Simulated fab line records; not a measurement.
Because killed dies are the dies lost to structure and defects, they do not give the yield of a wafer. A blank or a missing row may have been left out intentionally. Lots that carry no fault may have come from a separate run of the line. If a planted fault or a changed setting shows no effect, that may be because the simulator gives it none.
Split-lot experiment :: flow rit_cmos :: 23 wafers read across 5 lots, on a route 202 steps long

THE SPLIT ITSELF
At RIT_NWELL_IMPLANT_08, the setting dose_cm2 was moved away from the recipe's 5e+13 on 12 of the 23 wafers read, by -6.7% to +7.1%. This setting was run at the recipe's value on the other wafers.

FROM THE SPLIT TO THE READING: what the file shows between them, 8 steps
- RIT_PWELL_COAT_01: resist thk 1300 nm (also split here: spin_rpm)
- RIT_PWELL_SOFTBAKE_02: time 60 s
- RIT_PWELL_EXPOSE_03: exposes mask M3, target cd 43700 nm
- RIT_PWELL_DEVELOP_05: develop time 68 s
- RIT_PWELL_HARDBAKE_07: time 120 s
- RIT_PWELL_IMPLANT_08
- RIT_PWELL_STRIP_09: strips in O2, time 180 s
- RIT_WELLDRIVE_ANNEAL_00: time 14700 s

THE READING
Measured at RIT_WELLDRIVE_RS_MEAS_01 by four-point probe: NWELL_RS, in ohm/sq. Fault-free wafers of this fab line usually give 275.7 ohm/sq, standard deviation 0.6 ohm/sq.

wafer: L077.2
tool, chamber at the split: implanter-04, 0
dose_cm2 as run: 5e+13
against the recipe: recipe
NWELL_RS, ohm/sq: 274.9
against lot-mates on the recipe: -

wafer: L077.4
tool, chamber at the split: implanter-04, 0
dose_cm2 as run: 5e+13
against the recipe: recipe
NWELL_RS, ohm/sq: 275.5
against lot-mates on the recipe: -

wafer: L077.5
tool, chamber at the split: implanter-04, 0
dose_cm2 as run: 5e+13
against the recipe: recipe
NWELL_RS, ohm/sq: 275.6
against lot-mates on the recipe: -

wafer: L078.1
tool, chamber at the split: implanter-03, 0
dose_cm2 as run: 5e+13
against the recipe: recipe
NWELL_RS, ohm/sq: 275.6
against lot-mates on the recipe: -

wafer: L078.3
tool, chamber at the split: implanter-03, 0
dose_cm2 as run: 5.219e+13
against the recipe: +4.4%
NWELL_RS, ohm/sq: 268.8
against lot-mates on the recipe: -7.4

wafer: L078.4
tool, chamber at the split: implanter-03, 0
dose_cm2 as run: 5.219e+13
against the recipe: +4.4%
NWELL_RS, ohm/sq: 269.3
against lot-mates on the recipe: -6.9

wafer: L078.5
tool, chamber at the split: implanter-03, 0
dose_cm2 as run: 5e+13
against the recipe: recipe
NWELL_RS, ohm/sq: 276.9
against lot-mates on the recipe: -

wafer: L078.6
tool, chamber at the split: implanter-03, 0
dose_cm2 as run: 5.219e+13
against the recipe: +4.4%
NWELL_RS, ohm/sq: 269.0
against lot-mates on the recipe: -7.2

wafer: L079.1
tool, chamber at the split: implanter-03, 0
dose_cm2 as run: 5e+13
against the recipe: recipe
NWELL_RS, ohm/sq: 274.8
against lot-mates on the recipe: -

wafer: L079.2
tool, chamber at the split: implanter-03, 0
dose_cm2 as run: 5.352e+13
against the recipe: +7.0%
NWELL_RS, ohm/sq: 264.1
against lot-mates on the recipe: -11.3

wafer: L079.3
tool, chamber at the split: implanter-03, 0
dose_cm2 as run: 5.352e+13
against the recipe: +7.0%
NWELL_RS, ohm/sq: 264.6
against lot-mates on the recipe: -10.8

wafer: L079.5
tool, chamber at the split: implanter-03, 0
dose_cm2 as run: 5e+13
against the recipe: recipe
NWELL_RS, ohm/sq: 276.0
against lot-mates on the recipe: -

wafer: L079.6
tool, chamber at the split: implanter-03, 0
dose_cm2 as run: 5.352e+13
against the recipe: +7.0%
NWELL_RS, ohm/sq: 264.7
against lot-mates on the recipe: -10.7

wafer: L080.1
tool, chamber at the split: implanter-04, 0
dose_cm2 as run: 5.355e+13
against the recipe: +7.1%
NWELL_RS, ohm/sq: 263.6
against lot-mates on the recipe: -11.6

wafer: L080.2
tool, chamber at the split: implanter-04, 0
dose_cm2 as run: 5e+13
against the recipe: recipe
NWELL_RS, ohm/sq: 275.3
against lot-mates on the recipe: -

wafer: L080.3
tool, chamber at the split: implanter-04, 0
dose_cm2 as run: 5.355e+13
against the recipe: +7.1%
NWELL_RS, ohm/sq: 263.9
against lot-mates on the recipe: -11.3

wafer: L080.5
tool, chamber at the split: implanter-04, 0
dose_cm2 as run: 5.355e+13
against the recipe: +7.1%
NWELL_RS, ohm/sq: 264.4
against lot-mates on the recipe: -10.8

wafer: L080.6
tool, chamber at the split: implanter-04, 0
dose_cm2 as run: 5e+13
against the recipe: recipe
NWELL_RS, ohm/sq: 275.1
against lot-mates on the recipe: -

wafer: L084.1
tool, chamber at the split: implanter-03, 0
dose_cm2 as run: 5e+13
against the recipe: recipe
NWELL_RS, ohm/sq: 276.2
against lot-mates on the recipe: -

wafer: L084.2
tool, chamber at the split: implanter-03, 0
dose_cm2 as run: 4.667e+13
against the recipe: -6.7%
NWELL_RS, ohm/sq: 288.5
against lot-mates on the recipe: +12.6

wafer: L084.3
tool, chamber at the split: implanter-03, 0
dose_cm2 as run: 4.667e+13
against the recipe: -6.7%
NWELL_RS, ohm/sq: 288.8
against lot-mates on the recipe: +12.9

wafer: L084.4
tool, chamber at the split: implanter-03, 0
dose_cm2 as run: 4.667e+13
against the recipe: -6.7%
NWELL_RS, ohm/sq: 287.4
against lot-mates on the recipe: +11.4

wafer: L084.5
tool, chamber at the split: implanter-03, 0
dose_cm2 as run: 5e+13
against the recipe: recipe
NWELL_RS, ohm/sq: 275.7
against lot-mates on the recipe: -

THE FIT
A straight line over all 23 wafers: NWELL_RS changes by -1.71 ohm/sq for each +1% of dose_cm2; r = -1.00; the points scatter about the line by 0.72 ohm/sq.
The same after taking each lot's own level away (the mean of its wafers on the recipe; 23 wafers): -1.68 ohm/sq for each +1%; r = -1.00; scatter 0.62 ohm/sq.
The reading moves by 12 ohm/sq for the largest change in dose_cm2, on that fit.
From 275.20 to 276.25 ohm/sq: that is the span of the lots' own levels, equal to 1.7 times the standard deviation above.
The two slopes agree, so the slope changes little with the lot-to-lot level.
Check: with one of the wafers moved furthest among these (+7.1%) left out of the fit, the line predicts -11.5 ohm/sq for it against its lot-mates. It came out at -11.6 ohm/sq against them.

THE OTHER SPLITS THESE WAFERS WENT THROUGH
Note: prior to the reading, these wafers also went through further splits. Each is held against what the fit with the lots' levels taken away leaves over:
other split on the same wafers: RIT_ACTIVE_OXIDATION_01 ox_time_s
wafers away from the commonest value: 18
r with NWELL_RS (lot level and that fit taken away): -0.26

other split on the same wafers: RIT_FOX1_OXIDATION_00 temp_c
wafers away from the commonest value: 15
r with NWELL_RS (lot level and that fit taken away): -0.23

other split on the same wafers: RIT_PWELL_COAT_01 spin_rpm
wafers away from the commonest value: 9
r with NWELL_RS (lot level and that fit taken away): +0.25

THE WHOLE CHAIN: every reading that the file lists as answering this split, in the file's order
step: RIT_WELLDRIVE_RS_MEAS_01
what it does: measures by four-point-probe
reading: NWELL_RS
change (the file's fit): -1.65 for each +1% of the setting
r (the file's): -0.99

step: RIT_M1_PROBE_99
what it does: 
reading: etest.nwell_pinched.rs_ohm_sq (the simulator's own value, which no gauge read)
change (the file's fit): -2.48 for each +1% of the setting
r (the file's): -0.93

step: RIT_M1_PROBE_99
what it does: 
reading: etest.well_edge_left.line_ohm_um (the simulator's own value, which no gauge read)
change (the file's fit): -1.21 for each +1% of the setting
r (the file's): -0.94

FILE'S OWN FIT
NWELL_RS changes by -1.65 ohm/sq for each +1% of dose_cm2, r = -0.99.
